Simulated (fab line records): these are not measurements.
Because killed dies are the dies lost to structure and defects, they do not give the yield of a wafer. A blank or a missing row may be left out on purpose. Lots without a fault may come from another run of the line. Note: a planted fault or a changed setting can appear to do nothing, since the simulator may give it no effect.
fab line records	flow rit_cmos
record lots=16	wafers=48	last_day=7
route steps=202 shown ACTIVE@5 FOX2@27 PWELL@42 M1@202
lots that met no fault: from a run of the same line without faults
start_h: the number of hours between the record's first day and the start of the first shown wafer of the lot	wait_h: hours since the lot's step before	" the same as in the row above	L1.1+2: several wafers, shown together as one row	- no value present, or no start provided	* or withheld: withheld	< > ~ a bound
route shown NAME@n: names a module that has steps shown in the file, with the first one's number in the route	usual: mean/standard deviation of fault-free wafers	same: alike in all rows	chamber/n: place in a boat	sites: each site's reading	_std_site: the values' standard deviation	_edge_site: inner sites' mean taken away from outer sites' mean	radius_mm: for every site, how far away it sits from the centre of the wafer	mask NAME#n: copy n	behind: the tool/chamber that last shaped the wafer	hold: why the lot went on hold/how many hours it stayed there/how the hold came to an end	device: whichever transistor did not switch (one of n, p or np)	end of line: the same wafers' tests at the end of the route	step lacking rows: just its recipe	killed: at the first sort, the dies lost to defects and structure; wafer yield is something else	map: a wafer's dies, x killed, . not, _ none there
set.NAME: the setting that was run; set.NAME@STEP: the one run at that earlier step	model.NAME: the simulator's own value behind a step, which no gauge read
the route's steps for a sample of lots (tables are steps, rows are wafers)
services: from which hour (start_h, from the record's first day; less than 0 if before it) a tool's chamber was out of use, for how many hours, and why
## steps
# step RIT_ACTIVE_THK_MEAS_04
# recipe reads=Si3N4_of_ACTIVE_CVD_03
# usual ACTIVE_NITRIDE_THK=149.1/1.3
lot.wafer	tool	chamber	start_h	wait_h	ACTIVE_NITRIDE_THK[nm]
L443.3	film_metro-04	-	13.55	0.0	150.9
L443.4	"	-	"	"	151.9
L443.5	"	-	"	"	150.8
L444.2	film_metro-01	-	18.54	0.0	147.7
L444.3	"	-	"	"	148.4
L444.4	"	-	"	"	148.0
L445.2	film_metro-01	-	23.54	0.0	150.8
L445.3	"	-	"	"	150.9
L445.4	"	-	"	"	151.6
L446.1	film_metro-04	-	28.53	0.0	149.9
L446.2	"	-	"	"	148.4
L446.5	"	-	"	"	150.4
L447.1	film_metro-04	-	33.53	0.0	149.2
L447.3	"	-	"	"	150.2
L447.6	"	-	"	"	149.3
L448.1	film_metro-01	-	38.53	0.0	149.6
L448.3	"	-	"	"	151.1
L448.6	"	-	"	"	148.4
L449.1	film_metro-03	-	43.53	0.0	149.4
L449.3	"	-	"	"	150.4
L449.6	"	-	"	"	149.5
L450.3	film_metro-04	-	48.55	0.0	148.1
L450.4	"	-	"	"	148.5
L450.6	"	-	"	"	150.1
L451.3	film_metro-01	-	53.55	0.0	149.0
L451.4	"	-	"	"	149.6
L451.6	"	-	"	"	149.4
L452.3	film_metro-03	-	58.55	0.0	146.6
L452.4	"	-	"	"	146.7
L452.5	"	-	"	"	146.2
L453.2	film_metro-03	-	63.54	0.0	149.8
L453.4	"	-	"	"	150.2
L453.5	"	-	"	"	148.9
L454.1	film_metro-04	-	68.53	0.0	147.2
L454.3	"	-	"	"	147.1
L454.4	"	-	"	"	147.1
L461.1	film_metro-01	-	103.74	0.0	149.3
L461.4	"	-	"	"	149.9
L461.6	"	-	"	"	149.7
L463.4	film_metro-04	-	115.88	0.0	147.0
L463.5	"	-	"	"	146.3
L463.6	"	-	"	"	147.5
L464.3	film_metro-04	-	118.55	0.0	148.2
L464.5	"	-	"	"	148.2
L464.6	"	-	"	"	147.5
L465.1	film_metro-04	-	123.53	0.0	148.8
L465.4	"	-	"	"	148.2
L465.5	"	-	"	"	148.6
# step RIT_ACTIVE_ETCH_13
# recipe stop_on=SiO2	chemistry=SF6	target=Si3N4	time_s=210	over_etch_frac=0.4	SF6_flow_sccm=200	pressure_mtorr=260	rf_w=125	target_depth_a=2100
# usual chamber_pressure_mTorr=259.98/0.23	drypump_motor_current_A=5.6/0.45	oes_product_au=0.819/0.012	throttle_valve_pct=7.55/0.12
lot.wafer	tool	chamber	start_h	wait_h	chamber_pressure_mTorr	drypump_motor_current_A	oes_product_au	rf_hours_counter_h	throttle_valve_pct
L443.3	rie_diel-03	1	14.89	0.1	260.10	4.9	0.815	137	7.57
L443.4	"	3	"	"	259.76	5.7	0.825	130	7.53
L443.5	"	3	"	"	260.23	5.7	0.819	-	7.54
L444.2	rie_diel-03	0	19.71	0.1	259.64	5.7	0.818	106	7.58
L444.3	"	3	"	"	260.12	5.7	0.809	130	7.54
L444.4	"	2	"	"	259.99	4.8	0.802	40	7.41
L445.2	rie_diel-01	0	24.71	0.1	260.05	5.6	0.849	4	7.74
L445.3	"	2	"	"	260.00	6.0	0.830	85	7.51
L445.4	"	1	"	"	259.69	5.6	0.830	85	7.74
L446.1	rie_diel-04	2	29.71	0.1	260.22	5.6	0.813	12	7.58
L446.2	"	1	"	"	259.95	5.3	0.825	2	7.57
L446.5	"	0	"	"	260.30	6.3	0.830	-	7.62
L447.1	rie_diel-03	2	34.71	0.1	260.04	4.8	0.805	40	7.43
L447.3	"	1	"	"	260.09	4.9	0.808	138	7.54
L447.6	"	3	"	"	259.81	5.6	0.807	-	7.54
L448.1	rie_diel-01	0	39.71	0.1	260.28	5.6	0.846	4	7.71
L448.3	"	3	"	"	259.76	6.2	0.829	2	7.32
L448.6	"	0	"	"	260.42	5.6	0.840	-	7.71
L449.1	rie_diel-01	0	44.83	0.1	260.09	5.6	0.849	4	7.71
L449.3	"	2	"	"	259.93	6.0	0.828	85	7.53
L449.6	"	3	"	"	259.65	6.2	0.817	-	7.30
L450.3	rie_diel-04	1	49.83	0.1	260.40	5.3	0.825	2	7.56
L450.4	"	0	"	"	259.70	6.3	0.827	6	7.63
L450.6	"	2	"	"	260.11	5.6	0.822	-	7.57
L451.3	rie_diel-03	2	54.78	0.1	259.85	4.8	0.817	41	7.41
L451.4	"	0	"	"	259.83	5.7	0.821	106	7.58
L451.6	"	0	"	"	260.13	5.7	0.824	-	7.59
L452.3	rie_diel-01	1	59.71	0.1	259.81	5.6	0.818	86	7.76
L452.4	"	2	"	"	260.38	6.0	0.818	85	7.53
L452.5	"	2	"	"	260.03	6.0	0.818	-	7.52
L453.2	rie_diel-01	1	64.71	0.1	259.90	5.6	0.820	86	7.75
L453.4	"	0	"	"	260.39	5.6	0.839	5	7.72
L453.5	"	3	"	"	259.47	6.2	0.825	-	7.32
L454.1	rie_diel-03	0	69.85	0.1	260.03	5.8	0.814	106	7.58
L454.3	"	2	"	"	259.99	4.8	0.804	41	7.42
L454.4	"	1	"	"	259.86	4.9	0.801	139	7.55
L461.1	rie_diel-01	3	104.92	0.1	259.74	6.2	0.821	3	7.32
L461.4	"	0	"	"	260.08	5.6	0.841	5	7.72
L461.6	"	1	"	"	260.10	5.6	0.827	-	7.73
L463.4	rie_diel-04	1	117.18	0.1	259.80	5.3	0.811	3	7.56
L463.5	"	1	"	"	259.60	5.3	0.804	-	7.57
L463.6	"	0	"	"	259.76	6.3	0.824	-	7.62
L464.3	rie_diel-03	2	119.83	0.1	260.42	4.8	0.809	42	7.43
L464.5	"	1	"	"	259.71	4.9	0.804	-	7.54
L464.6	"	0	"	"	260.15	5.7	0.814	-	7.59
L465.1	rie_diel-03	3	124.71	0.1	259.93	5.6	0.814	132	7.54
L465.4	"	0	"	"	260.21	5.7	0.811	108	7.58
L465.5	"	0	"	"	259.92	5.7	0.816	-	7.59
# step RIT_FOX2_THK_MEAS_90
# recipe reads=SiO2_of_FOX2_OXIDATION_00
# usual FIELD_OXIDE_LEFT_1_THK=320/7.1
lot.wafer	tool	chamber	start_h	wait_h	FIELD_OXIDE_LEFT_1_THK[nm]
L443.3	film_metro-04	-	19.70	0.0	331
L443.4	"	-	"	"	326
L443.5	"	-	"	"	330
L444.2	film_metro-02	-	25.47	0.0	308
L444.3	"	-	"	"	307
L444.4	"	-	"	"	302
L445.2	film_metro-04	-	29.25	0.0	316
L445.3	"	-	"	"	313
L445.4	"	-	"	"	315
L446.1	film_metro-03	-	35.16	0.0	320
L446.2	"	-	"	"	322
L446.5	"	-	"	"	324
L447.1	film_metro-03	-	39.22	0.0	312
L447.3	"	-	"	"	309
L447.6	"	-	"	"	323
L448.1	film_metro-03	-	46.04	0.0	317
L448.3	"	-	"	"	318
L448.6	"	-	"	"	319
L449.1	film_metro-02	-	49.96	0.0	326
L449.3	"	-	"	"	319
L449.6	"	-	"	"	323
L450.3	film_metro-04	-	54.77	0.0	328
L450.4	"	-	"	"	328
L450.6	"	-	"	"	323
L451.3	film_metro-04	-	59.79	0.0	320
L451.4	"	-	"	"	314
L451.6	"	-	"	"	313
L452.3	film_metro-04	-	64.27	0.0	319
L452.4	"	-	"	"	322
L452.5	"	-	"	"	314
L453.2	film_metro-03	-	69.26	0.0	319
L453.4	"	-	"	"	312
L453.5	"	-	"	"	312
L454.1	film_metro-02	-	74.32	0.0	321
L454.3	"	-	"	"	325
L454.4	"	-	"	"	324
L461.1	film_metro-03	-	109.39	0.0	318
L461.4	"	-	"	"	321
L461.6	"	-	"	"	315
L463.4	film_metro-04	-	121.73	0.0	326
L463.5	"	-	"	"	325
L463.6	"	-	"	"	321
L464.3	film_metro-04	-	124.53	0.0	332
L464.5	"	-	"	"	332
L464.6	"	-	"	"	328
L465.1	film_metro-02	-	129.19	0.0	316
L465.4	"	-	"	"	320
L465.5	"	-	"	"	313
# step RIT_PWELL_EXPOSE_03
# recipe mask_id=M3	na=0.57	target_cd_nm=43700	dose_mj=250
lot.wafer	tool	chamber	start_h	wait_h	mask
L443.3+4+5	iline_stepper-01	0	21.90	0.2	M3#0
L444.2+3+4	iline_stepper-02	0	27.67	0.2	M3#0
L445.2+3+4	iline_stepper-01	0	31.57	0.2	M3#0
L446.1+2+5	iline_stepper-02	0	37.48	0.2	M3#0
L447.1+3+6	iline_stepper-02	0	41.39	0.1	M3#0
L448.1+3+6	iline_stepper-02	0	48.15	0.1	M3#0
L449.1+3+6	iline_stepper-02	0	52.02	0.1	M3#0
L450.3+4+6	iline_stepper-02	0	57.14	0.2	M3#0
L451.3+4+6	iline_stepper-02	0	61.91	0.1	M3#0
L452.3+4+5	iline_stepper-02	0	66.35	0.1	M3#0
L453.2+4+5	iline_stepper-02	0	71.33	0.1	M3#0
L454.1+3+4	iline_stepper-02	0	76.51	0.1	M3#0
L461.1+4+6	iline_stepper-01	0	111.58	0.2	M3#0
L463.4+5+6	iline_stepper-01	0	124.07	0.2	M3#0
L464.3+5+6	iline_stepper-01	0	126.98	0.1	M3#0
L465.1+4+5	iline_stepper-01	0	131.37	0.1	M3#0
# step RIT_PWELL_OVL_MEAS_06
# usual PWELL_OVL=0.2/1.2
lot.wafer	tool	chamber	start_h	wait_h	PWELL_OVL[nm]
L443.3	overlay-02	-	22.31	-	1.5
L443.4	"	-	"	"	-0.1
L443.5	"	-	"	"	-0.4
L444.2	overlay-01	-	28.08	-	1.9
L444.3	"	-	"	"	2.0
L444.4	"	-	"	"	2.1
L445.2	overlay-01	-	31.99	-	0.1
L445.3	"	-	"	"	1.2
L445.4	"	-	"	"	0.4
L446.1	overlay-01	-	37.91	-	0.8
L446.2	"	-	"	"	-1.2
L446.5	"	-	"	"	-1.3
L447.1	overlay-01	-	41.82	-	0.5
L447.3	"	-	"	"	1.1
L447.6	"	-	"	"	1.4
L448.1	overlay-02	-	48.58	-	1.6
L448.3	"	-	"	"	1.2
L448.6	"	-	"	"	0.6
L449.1	overlay-02	-	52.51	-	-2.4
L449.3	"	-	"	"	0.7
L449.6	"	-	"	"	0.4
L450.3	overlay-02	-	57.54	-	0.5
L450.4	"	-	"	"	0.5
L450.6	"	-	"	"	0.7
L451.3	overlay-01	-	62.32	-	-
L451.4	"	-	"	"	-
L451.6	"	-	"	"	-
L452.3	overlay-02	-	66.75	-	-
L452.4	"	-	"	"	-
L452.5	"	-	"	"	-
L453.2	overlay-02	-	71.75	-	-
L453.4	"	-	"	"	-
L453.5	"	-	"	"	-
L454.1	overlay-02	-	76.99	-	-
L454.3	"	-	"	"	-
L454.4	"	-	"	"	-
L461.1	overlay-02	-	112.01	-	-1.0
L461.4	"	-	"	"	-0.8
L461.6	"	-	"	"	-0.4
L463.4	overlay-02	-	124.46	-	2.0
L463.5	"	-	"	"	2.6
L463.6	"	-	"	"	0.8
L464.3	overlay-02	-	127.38	-	-1.3
L464.5	"	-	"	"	0.9
L464.6	"	-	"	"	0.4
L465.1	overlay-02	-	131.80	-	0.6
L465.4	"	-	"	"	1.3
L465.5	"	-	"	"	1.2
# step RIT_M1_PROBE_99
# usual killed_at_contacts=0.0/0.16	killed_at_front_end=7/3	killed_dies=7/3	killed_on_rim=1.8/1.3	killed_open=3.5/2	killed_short=3.6/2.1
# same gross_dies=264	killed_at_M0_to_M3=0	killed_at_M4_up=0	killed_at_back_side=0	killed_at_other=0
lot.wafer	tool	chamber	start_h	wait_h	killed_at_contacts	killed_at_front_end	killed_dies	killed_on_rim	killed_open	killed_short
L443.3	prober-01	-	58.71	0.2	0	5	5	1	4	1
L443.4	prober-01	-	58.76	0.2	0	5	5	2	4	1
L443.5	prober-01	-	58.81	0.2	0	2	2	0	1	1
L444.2	prober-02	-	62.58	0.1	0	5	5	1	2	3
L444.3	prober-02	-	62.63	0.2	0	7	7	0	4	3
L444.4	prober-02	-	62.68	0.2	0	5	5	2	3	2
L445.2	prober-01	-	68.52	0.1	0	11	11	1	5	6
L445.3	prober-01	-	68.57	0.2	0	9	9	4	4	5
L445.4	prober-01	-	68.62	0.2	0	8	8	3	7	1
L446.1	prober-02	-	73.57	0.1	1	10	11	1	3	8
L446.2	prober-02	-	73.62	0.1	0	5	5	1	2	3
L446.5	prober-02	-	73.77	0.2	0	9	9	3	4	5
L447.1	prober-01	-	75.97	0.1	0	6	6	2	2	4
L447.3	prober-01	-	76.07	0.2	0	4	4	0	3	1
L447.6	prober-01	-	76.22	0.2	0	6	6	1	3	3
L448.1	prober-02	-	83.44	0.1	0	7	7	1	4	3
L448.3	prober-02	-	83.54	0.2	0	7	7	0	3	4
L448.6	prober-02	-	83.69	0.2	0	3	3	1	0	3
L449.1	prober-01	-	86.29	0.1	0	5	5	1	0	5
L449.3	prober-01	-	86.39	0.2	0	5	5	3	2	3
L449.6	prober-01	-	86.54	0.2	0	9	9	2	5	4
L450.3	prober-02	-	92.84	0.2	0	5	5	2	2	3
L450.4	prober-02	-	92.89	0.2	0	6	6	1	3	3
L450.6	prober-02	-	92.99	0.2	0	9	9	1	4	5
L451.3	prober-01	-	99.54	0.2	0	264	264	70	3	5
L451.4	prober-01	-	99.59	0.2	0	264	264	70	6	0
L451.6	prober-01	-	99.69	0.2	0	264	264	70	2	3
L452.3	prober-02	-	104.23	0.2	0	264	264	70	1	1
L452.4	prober-02	-	104.28	0.2	0	264	264	70	6	6
L452.5	prober-02	-	104.33	0.2	0	264	264	70	3	2
L453.2	prober-01	-	108.19	0.1	0	264	264	70	3	2
L453.4	prober-01	-	108.29	0.2	0	264	264	70	7	5
L453.5	prober-01	-	108.34	0.2	0	264	264	70	2	2
L454.1	prober-02	-	113.75	0.1	0	264	264	70	4	9
L454.3	prober-02	-	113.85	0.2	0	264	264	70	1	3
L454.4	prober-02	-	113.90	0.2	0	264	264	70	1	3
L461.1	prober-02	-	147.92	0.1	0	12	12	2	4	8
L461.4	prober-02	-	148.07	0.2	0	5	5	3	2	3
L461.6	prober-02	-	148.17	0.2	0	7	7	1	2	5
L463.4	prober-02	-	161.58	0.2	0	14	14	2	6	8
L463.5	prober-02	-	161.63	0.2	0	4	4	0	2	2
L463.6	prober-02	-	161.68	0.2	0	11	11	2	6	5
L464.3	prober-01	-	167.58	0.2	0	6	6	2	3	3
L464.5	prober-01	-	167.68	0.2	0	7	7	3	2	5
L464.6	prober-01	-	167.73	0.2	0	5	5	2	2	3
L465.1	prober-02	-	168.94	0.1	0	5	5	1	3	2
L465.4	prober-02	-	169.09	0.2	0	11	11	4	6	5
L465.5	prober-02	-	169.14	0.2	0	3	3	1	1	2
# killed by level:class
L443.3 GATE:geometric_particle:open=3 GATE:geometric_particle:short=1 SPACER:geometric_particle:open=1
L443.4 FOX1:geometric_particle:open=3 FOX1:geometric_particle:short=1 GATE:geometric_particle:open=1
L443.5 FOX2:geometric_particle:short=1 FOX2:geometric_particle:open=1
L444.2 SILICIDE:geometric_particle:short=2 GATE:geometric_particle:short=1 GATE:geometric_particle:open=1 REOX:geometric_particle:open=1
L444.3 FOX2:geometric_particle:short=3 REOX:geometric_particle:open=2 FOX1:geometric_particle:open=1 GATE:geometric_particle:open=1
L444.4 GATE:geometric_particle:short=2 GATE:geometric_particle:open=2 SILICIDE:geometric_particle:open=1
L445.2 GATE:geometric_particle:short=4 FOX1:geometric_particle:short=2 GATE:geometric_particle:open=2 FOX1:geometric_particle:open=1 REOX:geometric_particle:open=1 SILICIDE:geometric_particle:open=1
L445.3 GATE:geometric_particle:open=3 FOX2:geometric_particle:short=2 GATE:geometric_particle:short=2 FOX1:geometric_particle:short=1 REOX:geometric_particle:open=1
L445.4 GATE:geometric_particle:open=4 FOX1:geometric_particle:open=1 SPACER:geometric_particle:open=1 GATE:geometric_particle:short=1 REOX:geometric_particle:open=1
L446.1 GATE:geometric_particle:short=4 REOX:geometric_particle:short=3 FOX1:geometric_particle:short=1 GATE:geometric_particle:open=1 REOX:geometric_particle:open=1 CONTACT:geometric_particle:open=1
L446.2 GATE:geometric_particle:short=3 GATE:geometric_particle:open=1 REOX:geometric_particle:open=1
L446.5 GATE:geometric_particle:short=2 FOX1:geometric_particle:open=1 FOX2:geometric_particle:short=1 FOX2:geometric_particle:open=1 GATE:geometric_particle:open=1 REOX:geometric_particle:open=1 SPACER:geometric_particle:short=1 SILICIDE:geometric_particle:short=1
L447.1 GATE:geometric_particle:short=2 FOX1:geometric_particle:open=1 GATE:geometric_particle:open=1 REOX:geometric_particle:short=1 SPACER:geometric_particle:short=1
L447.3 FOX1:geometric_particle:open=3 REOX:geometric_particle:short=1
L447.6 GATE:geometric_particle:short=2 SILICIDE:geometric_particle:open=2 FOX1:geometric_particle:open=1 FOX1:geometric_particle:short=1
L448.1 GATE:geometric_particle:short=2 FOX2:geometric_particle:open=1 GATE:geometric_particle:open=1 REOX:geometric_particle:short=1 REOX:geometric_particle:open=1 SPACER:geometric_particle:open=1
L448.3 REOX:geometric_particle:short=4 REOX:geometric_particle:open=2 FOX1:geometric_particle:open=1
L448.6 GATE:geometric_particle:short=2 SPACER:geometric_particle:short=1
L449.1 SILICIDE:geometric_particle:short=3 REOX:geometric_particle:short=2
L449.3 FOX1:geometric_particle:short=2 GATE:geometric_particle:open=1 REOX:geometric_particle:open=1 SILICIDE:geometric_particle:short=1
L449.6 SPACER:geometric_particle:open=3 FOX1:geometric_particle:short=1 GATE:geometric_particle:short=1 GATE:geometric_particle:open=1 REOX:geometric_particle:open=1 REOX:geometric_particle:short=1 SILICIDE:geometric_particle:short=1
L450.3 FOX1:geometric_particle:short=1 FOX2:geometric_particle:open=1 GATE:geometric_particle:short=1 REOX:geometric_particle:open=1 SPACER:geometric_particle:short=1
L450.4 FOX1:geometric_particle:open=2 FOX1:geometric_particle:short=1 FOX2:geometric_particle:short=1 GATE:geometric_particle:open=1 SPACER:geometric_particle:short=1
L450.6 FOX1:geometric_particle:short=2 SPACER:geometric_particle:open=2 FOX1:geometric_particle:open=1 REOX:geometric_particle:short=1 SPACER:geometric_particle:short=1 SILICIDE:geometric_particle:open=1 SILICIDE:geometric_particle:short=1
L451.3 PWELL:overlay=256 GATE:geometric_particle:short=4 FOX1:geometric_particle:open=1 GATE:geometric_particle:open=1 SPACER:geometric_particle:short=1 SPACER:geometric_particle:open=1
L451.4 PWELL:overlay=258 GATE:geometric_particle:open=2 SILICIDE:geometric_particle:open=2 FOX1:geometric_particle:open=1 SPACER:geometric_particle:open=1
L451.6 PWELL:overlay=259 GATE:geometric_particle:short=2 SPACER:geometric_particle:open=1 SILICIDE:geometric_particle:open=1 SILICIDE:geometric_particle:short=1
L452.3 PWELL:overlay=262 GATE:geometric_particle:short=1 GATE:geometric_particle:open=1
L452.4 PWELL:overlay=252 GATE:geometric_particle:short=3 REOX:geometric_particle:short=3 GATE:geometric_particle:open=2 SILICIDE:geometric_particle:open=2 FOX2:geometric_particle:open=1 SPACER:geometric_particle:open=1
L452.5 PWELL:overlay=259 SPACER:geometric_particle:open=2 SILICIDE:geometric_particle:short=2 GATE:geometric_particle:open=1
L453.2 PWELL:overlay=259 GATE:geometric_particle:short=2 GATE:geometric_particle:open=1 REOX:geometric_particle:open=1 SPACER:geometric_particle:open=1
L453.4 PWELL:overlay=252 GATE:geometric_particle:open=4 GATE:geometric_particle:short=3 FOX1:geometric_particle:short=2 SILICIDE:geometric_particle:open=2 SPACER:geometric_particle:open=1
L453.5 PWELL:overlay=260 GATE:geometric_particle:open=2 GATE:geometric_particle:short=1 SPACER:geometric_particle:short=1
L454.1 PWELL:overlay=251 GATE:geometric_particle:short=4 GATE:geometric_particle:open=3 FOX1:geometric_particle:short=1 FOX2:geometric_particle:open=1 FOX2:geometric_particle:short=1 REOX:geometric_particle:short=1 SPACER:geometric_particle:short=1
L454.3 PWELL:overlay=260 GATE:geometric_particle:short=2 REOX:geometric_particle:open=1 SPACER:geometric_particle:short=1
L454.4 PWELL:overlay=260 REOX:geometric_particle:short=2 GATE:geometric_particle:short=1 GATE:geometric_particle:open=1
L461.1 FOX1:geometric_particle:short=4 SILICIDE:geometric_particle:short=2 GATE:geometric_particle:short=2 SILICIDE:geometric_particle:open=2 GATE:geometric_particle:open=1 SPACER:geometric_particle:open=1
L461.4 GATE:geometric_particle:open=2 SILICIDE:geometric_particle:short=2 REOX:geometric_particle:short=1
L461.6 SILICIDE:geometric_particle:short=3 FOX1:geometric_particle:short=1 FOX1:geometric_particle:open=1 GATE:geometric_particle:short=1 SPACER:geometric_particle:open=1
L463.4 GATE:geometric_particle:short=4 SILICIDE:geometric_particle:open=3 FOX1:geometric_particle:open=2 FOX2:geometric_particle:short=2 FOX1:geometric_particle:short=1 GATE:geometric_particle:open=1 REOX:geometric_particle:short=1
L463.5 FOX1:geometric_particle:short=1 GATE:geometric_particle:short=1 GATE:geometric_particle:open=1 SILICIDE:geometric_particle:open=1
L463.6 SPACER:geometric_particle:short=4 FOX1:geometric_particle:open=2 GATE:geometric_particle:open=2 SPACER:geometric_particle:open=2 GATE:geometric_particle:short=1
L464.3 REOX:geometric_particle:short=2 SPACER:geometric_particle:open=2 FOX1:geometric_particle:open=1 GATE:geometric_particle:short=1
L464.5 SPACER:geometric_particle:open=2 SPACER:geometric_particle:short=2 FOX1:geometric_particle:short=1 GATE:geometric_particle:short=1 REOX:geometric_particle:short=1
L464.6 SILICIDE:geometric_particle:short=2 ACTIVE:geometric_particle:open=1 FOX1:geometric_particle:short=1 SPACER:geometric_particle:open=1
L465.1 ACTIVE:geometric_particle:open=1 FOX1:geometric_particle:open=1 REOX:geometric_particle:open=1 REOX:geometric_particle:short=1 SILICIDE:geometric_particle:short=1
L465.4 GATE:geometric_particle:short=2 REOX:geometric_particle:short=2 SPACER:geometric_particle:open=2 SILICIDE:geometric_particle:open=2 FOX2:geometric_particle:open=1 GATE:geometric_particle:open=1 SILICIDE:geometric_particle:short=1
L465.5 REOX:geometric_particle:short=1 REOX:geometric_particle:open=1 SPACER:geometric_particle:short=1
## services
tool	chamber	start_h	hours	kind
iline_stepper-01	-	4.35	4.3	repair
rie_diel-04	0	10.96	2.6	repair
rie_diel-03	0	34.12	11.2	repair
iline_stepper-01	-	46.49	21.0	repair
iline_stepper-02	-	67.48	2.1	pm
rie_diel-04	-	67.93	1.0	repair
iline_stepper-02	-	69.57	-	consumable_replace:lamp
rie_diel-04	-	73.75	15.6	pm
rie_diel-01	3	85.81	8.4	repair
iline_stepper-01	-	85.88	1.7	pm
iline_stepper-01	-	117.26	2.1	pm
iline_stepper-01	-	119.34	-	consumable_replace:lamp
iline_stepper-02	-	119.34	1.7	pm
## key
first_sign step=RIT_PWELL_OVL_MEAS_06	reading=PWELL_OVL	direction=missing
effect step=RIT_M1_PROBE_99	reading=killed_at_front_end	direction=up	sigmas=85	usual=7	struck=264
more_kills_born_at RIT_PWELL_EXPOSE_03@iline_stepper-02=3088
met_at RIT_PWELL_EXPOSE_03
struck_lots L451,L452,L453,L454
tester_left_out L451,L452,L453,L454
not_acting_at RIT_ACTIVE_THK_MEAS_04,RIT_ACTIVE_ETCH_13,RIT_FOX2_THK_MEAS_90
onset_between 57.14 61.91
fault kind=scanner_matching_overlay	tool=iline_stepper-02	chamber=-	onset_h=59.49	steps=RIT_PWELL_EXPOSE_03	offset=11246
# tester_left_out: of these lots the tester's yield and bins aren't shown, on N5 and GAA mostly nor the transistor test; their killed dies are dies lost to structure and defects alone, not to doping, threshold or leakage, so they don't give the yield
